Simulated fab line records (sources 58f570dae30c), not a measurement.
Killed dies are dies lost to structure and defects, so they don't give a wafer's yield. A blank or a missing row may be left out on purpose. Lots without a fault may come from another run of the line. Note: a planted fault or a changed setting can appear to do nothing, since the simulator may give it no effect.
Which tool is to blame?	flow berkeley cmos170	Sampling: 6 lots, 18 wafers, 2 of 331 route steps

== WHAT THE GAUGES SHOWED, per wafer ==
UCB170_SDANNEAL_RS_MEAS_04: uses a four-point probe to measure.
lot	measured	on	PLDD_RS (ohm/sq)
L696	day 6 19:59	film metro-03	1029.0 1029.0 1026.5
L703	day 7 16:17	film metro-03	1055.7 1058.5 1056.3
L711	day 10 00:50	film metro-03	1029.7 1028.4 1028.3
L713	day 10 12:22	film metro-03	1031.3 1032.3 1030.5
L715	day 10 21:37	film metro-03	1023.6 1027.1 1026.2
L717	day 11 06:08	film metro-03	1030.6 1030.9 1030.1

== WHICH TOOL RAN EACH LOT (tool, then ch and the chambers of the sampled wafers, then the start) ==
lot	UCB170_SPACER_ANNEAL_02
L696	furnace-01 ch 0, day 6 11:45
L703	furnace-03 ch 0, day 7 09:55
L711	furnace-01 ch 0, day 9 15:06
L713	furnace-01 ch 0, day 10 02:52
L715	furnace-04 ch 0, day 10 14:54
L717	furnace-01 ch 0, day 10 22:44
- UCB170_SPACER_ANNEAL_02: time 1800 s.

== THE ANSWER, worked out from the rows above alone ==
Rule: usual is defined by the lots themselves. Put in order of their means at a reading, lots are off if they are a third of the lots or fewer, leave a main group of 4 or more, and stand apart from it by a gap of 3 or more times the standard deviation of the main group's means; of several such gaps the widest counts. A main group is skipped when, at the precision printed for the reading in the tables above, its means are all equal. Also off: a lot with no number at a reading for which 4 or more lots have one. The other lots that the step has rows for count as sound.
Off: at UCB170_SDANNEAL_RS_MEAS_04 (PLDD_RS), L703. The main group: mean 1028.9 ohm/sq, standard deviation 2.
If a tool, at a process step before that reading, ran all the lots that are off and no sound lot after the first of them, it fits. The gauges at UCB170_SDANNEAL_RS_MEAS_04 are tried like those tools. One candidate fits, namely furnace-03 at UCB170_SPACER_ANNEAL_02. It ran no sound lot before its first lot that is off in this sample, so the start can't be narrowed down.

== WHAT THE SIMULATOR HAD PUT IN ==
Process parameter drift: furnace-03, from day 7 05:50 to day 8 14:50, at UCB170_SPACER_ANNEAL_02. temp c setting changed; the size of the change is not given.
Lots struck among those shown: L703. The rule above reached the same finding.
